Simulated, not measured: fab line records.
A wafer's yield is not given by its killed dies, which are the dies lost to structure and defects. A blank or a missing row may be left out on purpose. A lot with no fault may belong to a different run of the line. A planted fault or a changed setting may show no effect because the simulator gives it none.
The tool behind it: which one? + flow rit-cmos + 14 lots, 42 wafers sampled, at 2 steps of a route of 202

WHAT THE GAUGES SHOWED, per wafer
Not one reading of a measure or inspect step in the record can be checked against a usual standard deviation.

TOOL THAT RAN EACH LOT (tool first, then ch and the chambers of the sampled wafers, then the start)
| lot  | RIT_PLDD_STRIP_09                   | RIT_M1_PROBE_99        |
|------|-------------------------------------|------------------------|
| L656 | plasma-asher-02 ch 0,1, day 3 01:44 | -                      |
| L657 | plasma-asher-04 ch 0,1, day 3 06:39 | -                      |
| L658 | plasma-asher-04 ch 0,1, day 3 14:26 | -                      |
| L659 | plasma-asher-01 ch 0,1, day 3 16:35 | -                      |
| L660 | plasma-asher-02 ch 0,1, day 4 03:29 | -                      |
| L661 | plasma-asher-02 ch 0,1, day 4 05:38 | -                      |
| L667 | plasma-asher-04 ch 0,1, day 5 11:46 | prober-02, day 6 03:50 |
| L668 | plasma-asher-04 ch 0,1, day 5 15:54 | prober-01, day 6 06:03 |
| L670 | plasma-asher-02 ch 0,1, day 5 22:47 | -                      |
| L671 | plasma-asher-01 ch 0,1, day 6 04:05 | -                      |
| L672 | plasma-asher-02 ch 0,1, day 6 09:37 | -                      |
| L674 | plasma-asher-01 ch 0,1, day 6 23:12 | -                      |
| L677 | plasma-asher-02 ch 0,1, day 7 11:41 | -                      |
| L678 | plasma-asher-02 ch 0,1, day 7 20:11 | -                      |
- RIT_PLDD_STRIP_09: strips in O2, time 180 s.
- RIT_M1_PROBE_99

WHAT THE TOOLS THEMSELVES READ (means of the sampled wafers that have a number; where no wafer has one, the mark that the record gives instead)
RIT_PLDD_STRIP_09.
| lot  | tool            | chamber-pressure-mTorr (mTorr) | drypump-motor-current-A (A) | rf-refl-power-W (W) |
|------|-----------------|--------------------------------|-----------------------------|---------------------|
| L656 | plasma-asher-02 | 3997                           | 5.9                         | 6.9                 |
| L657 | plasma-asher-04 | 4003                           | 5.5                         | 5.8                 |
| L658 | plasma-asher-04 | 4003                           | 5.5                         | 5.4                 |
| L659 | plasma-asher-01 | 4003                           | 5.2                         | 6.1                 |
| L660 | plasma-asher-02 | 3996                           | 6.0                         | 6.0                 |
| L661 | plasma-asher-02 | 3999                           | 6.0                         | 6.2                 |
| L667 | plasma-asher-04 | 4000                           | 5.6                         | 5.4                 |
| L668 | plasma-asher-04 | 4004                           | 5.6                         | 5.4                 |
| L670 | plasma-asher-02 | 3999                           | 6.0                         | 6.3                 |
| L671 | plasma-asher-01 | 3997                           | 5.2                         | 6.1                 |
| L672 | plasma-asher-02 | 4001                           | 5.9                         | 6.7                 |
| L674 | plasma-asher-01 | 4000                           | 5.2                         | 6.1                 |
| L677 | plasma-asher-02 | 4001                           | 5.9                         | 6.8                 |
| L678 | plasma-asher-02 | 4000                           | 6.0                         | 6.2                 |

RIT_M1_PROBE_99.
| lot  | tool      | killed-at-contacts | killed-at-front-end | killed-dies | killed-on-rim | killed-open | killed-short |
|------|-----------|--------------------|---------------------|-------------|---------------|-------------|--------------|
| L667 | prober-02 | 0.0                | 15.7                | 15.7        | 4.7           | 5.0         | 4.0          |
| L668 | prober-01 | 0.0                | 10.7                | 10.7        | 2.7           | 3.0         | 1.3          |

THE ANSWER, worked out from the rows above alone
Rule: the lots themselves supply what counts as usual. The widest of any qualifying gaps counts: lots, ordered by their means at a reading, are off when they make up no more than a third of the lots, leave a main group of 4 or more, and stand apart from it by 3 or more times the standard deviation of that group's means. If all means in a main group match to the digits the tables above print for the reading, that group is not used. Also off: a lot with no number at a reading for which 4 or more lots have one. All remaining lots with rows at the step are treated as sound. After the gauges, taken in route order, come the tools' own readings; for these a lot's mean is taken, as printed above. The first step at which some lot is off is used, and at that step the reading that is off furthest; a lot without a number counts as furthest.
No lot is off at any reading shown: from this, nothing can be told.

WHAT WAS PUT IN BY THE SIMULATOR
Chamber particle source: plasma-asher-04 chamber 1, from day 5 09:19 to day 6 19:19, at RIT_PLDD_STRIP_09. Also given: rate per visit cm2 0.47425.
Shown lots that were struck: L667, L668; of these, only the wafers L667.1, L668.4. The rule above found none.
